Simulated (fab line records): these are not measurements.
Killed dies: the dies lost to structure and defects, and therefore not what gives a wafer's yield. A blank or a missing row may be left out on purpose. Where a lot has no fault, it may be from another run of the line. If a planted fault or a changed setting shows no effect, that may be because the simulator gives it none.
fab line records / flow rit_cmos
record lots=14 wafers=42 last_day=7
route steps=202 shown SDANNEAL@153
lots untouched by any fault: they come from a run of this same line in which no faults occurred
start_h: the number of hours between the record's first day and the start of the first shown wafer of the lot / wait_h: hours elapsed since this lot's preceding step / " the same as in the row above / L1.1+2: one row covering several wafers at once / - no value, or no start given / * or withheld: withheld / < > ~ a bound
route shown NAME@n: a module of which the file shows steps, and the number in the route of the first / usual: the fault-free wafers' mean and standard deviation / same: alike in all rows / chamber/n: place in a boat / sites: the reading at each site / _std_site: their standard deviation / _edge_site: inner sites' mean taken away from outer sites' mean / radius_mm: for every site, how far away it sits from the centre of the wafer / mask NAME#n: copy n / behind: the most recent tool/chamber to have shaped the wafer / hold: cause of the lot's hold/its duration in hours/its outcome / device: transistor that didn't switch, given as n, p or np / end of line: at the end of the route, the tests of the same wafers / for a step that has no rows: nothing shown but its recipe / killed: at the first sort, the dies lost to defects and structure; wafer yield is something else / map: per-die view of a wafer (x killed, . not killed, _ where there is no die)
set.NAME: the setting that was run; set.NAME@STEP: the one run at that earlier step / model.NAME: the simulator's own value behind a step, which no gauge read
route steps across a sampled set of lots; one table per step, one row per wafer
services: from which hour (start_h, from the record's first day; less than 0 if before it) a tool's chamber was out of use, for how many hours, and why
## steps
# step RIT_SDANNEAL_CLEAN_00
# recipe chemistry=SC1 mix=3:3:50 time_s=600 temp_c=75
# usual bath_guard_temp_C=75.2/0.64 run_length_s=626.6/2.8 temp_c=75.02/0.12
lot.wafer=L992.1 tool=wet_bench-03 chamber=2 start_h=54.22 wait_h=0.1 bath_guard_temp_C=74.6 run_length_s=626.1 temp_c=75.14
lot.wafer=L992.2 tool=wet_bench-03 chamber=2 start_h=54.22 wait_h=0.1 bath_guard_temp_C=74.7 run_length_s=626.1 temp_c=75.10
lot.wafer=L992.4 tool=wet_bench-03 chamber=2 start_h=54.22 wait_h=0.1 bath_guard_temp_C=75.0 run_length_s=626.1 temp_c=75.17
lot.wafer=L993.3 tool=wet_bench-04 chamber=1 start_h=58.47 wait_h=0.0 bath_guard_temp_C=74.4 run_length_s=624.9 temp_c=74.85
lot.wafer=L993.4 tool=wet_bench-04 chamber=1 start_h=58.47 wait_h=0.0 bath_guard_temp_C=74.7 run_length_s=624.9 temp_c=74.83
lot.wafer=L993.5 tool=wet_bench-04 chamber=1 start_h=58.47 wait_h=0.0 bath_guard_temp_C=74.9 run_length_s=624.9 temp_c=75.05
lot.wafer=L994.1 tool=wet_bench-03 chamber=2 start_h=65.81 wait_h=0.1 bath_guard_temp_C=74.8 run_length_s=624.8 temp_c=75.13
lot.wafer=L994.3 tool=wet_bench-03 chamber=2 start_h=65.81 wait_h=0.1 bath_guard_temp_C=74.8 run_length_s=624.8 temp_c=74.95
lot.wafer=L994.4 tool=wet_bench-03 chamber=2 start_h=65.81 wait_h=0.1 bath_guard_temp_C=74.8 run_length_s=624.8 temp_c=74.93
lot.wafer=L995.1 tool=wet_bench-03 chamber=0 start_h=73.22 wait_h=0.1 bath_guard_temp_C=74.9 run_length_s=626.0 temp_c=75.11
lot.wafer=L995.4 tool=wet_bench-03 chamber=0 start_h=73.22 wait_h=0.1 bath_guard_temp_C=75.0 run_length_s=626.0 temp_c=75.13
lot.wafer=L995.5 tool=wet_bench-03 chamber=0 start_h=73.22 wait_h=0.1 bath_guard_temp_C=74.5 run_length_s=626.0 temp_c=74.88
lot.wafer=L999.1 tool=wet_bench-01 chamber=0 start_h=95.55 wait_h=0.1 bath_guard_temp_C=75.4 run_length_s=644.9 temp_c=75.00
lot.wafer=L999.3 tool=wet_bench-01 chamber=0 start_h=95.55 wait_h=0.1 bath_guard_temp_C=75.6 run_length_s=644.9 temp_c=75.19
lot.wafer=L999.6 tool=wet_bench-01 chamber=0 start_h=95.55 wait_h=0.1 bath_guard_temp_C=75.9 run_length_s=644.9 temp_c=75.08
lot.wafer=L100.1 tool=wet_bench-01 chamber=0 start_h=103.62 wait_h=0.1 bath_guard_temp_C=75.5 run_length_s=645.0 temp_c=74.97
lot.wafer=L100.4 tool=wet_bench-01 chamber=0 start_h=103.62 wait_h=0.1 bath_guard_temp_C=75.9 run_length_s=645.0 temp_c=74.89
lot.wafer=L100.6 tool=wet_bench-01 chamber=0 start_h=103.62 wait_h=0.1 bath_guard_temp_C=75.2 run_length_s=645.0 temp_c=74.89
lot.wafer=L102.4 tool=wet_bench-04 chamber=0 start_h=111.35 wait_h=0.0 bath_guard_temp_C=74.4 run_length_s=625.7 temp_c=74.84
lot.wafer=L102.5 tool=wet_bench-04 chamber=0 start_h=111.35 wait_h=0.0 bath_guard_temp_C=74.7 run_length_s=625.7 temp_c=75.00
lot.wafer=L102.6 tool=wet_bench-04 chamber=0 start_h=111.35 wait_h=0.0 bath_guard_temp_C=74.8 run_length_s=625.7 temp_c=74.76
lot.wafer=L103.2 tool=wet_bench-04 chamber=0 start_h=111.77 wait_h=0.0 bath_guard_temp_C=74.6 run_length_s=624.8 temp_c=75.05
lot.wafer=L103.3 tool=wet_bench-04 chamber=0 start_h=111.77 wait_h=0.0 bath_guard_temp_C=74.8 run_length_s=624.8 temp_c=74.73
lot.wafer=L103.4 tool=wet_bench-04 chamber=0 start_h=111.77 wait_h=0.0 bath_guard_temp_C=74.6 run_length_s=624.8 temp_c=74.81
lot.wafer=L106.1 tool=wet_bench-04 chamber=1 start_h=128.78 wait_h=0.1 bath_guard_temp_C=75.1 run_length_s=625.8 temp_c=75.09
lot.wafer=L106.4 tool=wet_bench-04 chamber=1 start_h=128.78 wait_h=0.1 bath_guard_temp_C=75.0 run_length_s=625.8 temp_c=74.78
lot.wafer=L106.5 tool=wet_bench-04 chamber=1 start_h=128.78 wait_h=0.1 bath_guard_temp_C=74.6 run_length_s=625.8 temp_c=75.15
lot.wafer=L107.1 tool=wet_bench-03 chamber=1 start_h=130.80 wait_h=0.1 bath_guard_temp_C=75.6 run_length_s=633.6 temp_c=75.18
lot.wafer=L107.5 tool=wet_bench-03 chamber=1 start_h=130.80 wait_h=0.1 bath_guard_temp_C=75.9 run_length_s=633.6 temp_c=75.12
lot.wafer=L107.6 tool=wet_bench-03 chamber=1 start_h=130.80 wait_h=0.1 bath_guard_temp_C=75.7 run_length_s=633.6 temp_c=75.11
lot.wafer=L109.1 tool=wet_bench-04 chamber=2 start_h=140.41 wait_h=0.1 bath_guard_temp_C=76.0 run_length_s=628.6 temp_c=74.82
lot.wafer=L109.3 tool=wet_bench-04 chamber=2 start_h=140.41 wait_h=0.1 bath_guard_temp_C=76.1 run_length_s=628.6 temp_c=75.10
lot.wafer=L109.5 tool=wet_bench-04 chamber=2 start_h=140.41 wait_h=0.1 bath_guard_temp_C=76.4 run_length_s=628.6 temp_c=74.91
lot.wafer=L111.1 tool=wet_bench-04 chamber=2 start_h=149.40 wait_h=0.1 bath_guard_temp_C=76.5 run_length_s=627.6 temp_c=75.14
lot.wafer=L111.2 tool=wet_bench-04 chamber=2 start_h=149.40 wait_h=0.1 bath_guard_temp_C=76.5 run_length_s=627.6 temp_c=75.08
lot.wafer=L111.6 tool=wet_bench-04 chamber=2 start_h=149.40 wait_h=0.1 bath_guard_temp_C=76.7 run_length_s=627.6 temp_c=74.88
lot.wafer=L113.2 tool=wet_bench-04 chamber=2 start_h=160.52 wait_h=0.0 bath_guard_temp_C=76.3 run_length_s=626.7 temp_c=75.08
lot.wafer=L113.3 tool=wet_bench-04 chamber=2 start_h=160.52 wait_h=0.0 bath_guard_temp_C=76.5 run_length_s=626.7 temp_c=74.92
lot.wafer=L113.5 tool=wet_bench-04 chamber=2 start_h=160.52 wait_h=0.0 bath_guard_temp_C=76.0 run_length_s=626.7 temp_c=74.98
lot.wafer=L114.1 tool=wet_bench-04 chamber=1 start_h=164.10 wait_h=0.1 bath_guard_temp_C=74.6 run_length_s=626.7 temp_c=74.93
lot.wafer=L114.2 tool=wet_bench-04 chamber=1 start_h=164.10 wait_h=0.1 bath_guard_temp_C=74.6 run_length_s=626.7 temp_c=74.92
lot.wafer=L114.4 tool=wet_bench-04 chamber=1 start_h=164.10 wait_h=0.1 bath_guard_temp_C=74.6 run_length_s=626.7 temp_c=75.04
## services
tool=wet_bench-03 chamber=- start_h=146.75 hours=5.7 kind=repair
## key
first_sign step=RIT_SDANNEAL_CLEAN_00 reading=run_length_s direction=up sigmas=6.7 usual=* struck=*
effect none on later readings
met_at RIT_SDANNEAL_CLEAN_00
struck_lots L999,L100
tester_left_out L999,L100
fault kind=process_parameter_drift tool=wet_bench-01 chamber=- onset_h=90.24 steps=RIT_SDANNEAL_CLEAN_00 channel=time_s offset=* shape=step end_h=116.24 acts_in=* stated=*
# tester_left_out: of these lots the tester's yield and bins aren't shown, on N5 and GAA mostly nor the transistor test; their killed dies are dies lost to structure and defects alone, not to doping, threshold or leakage, so they don't give the yield
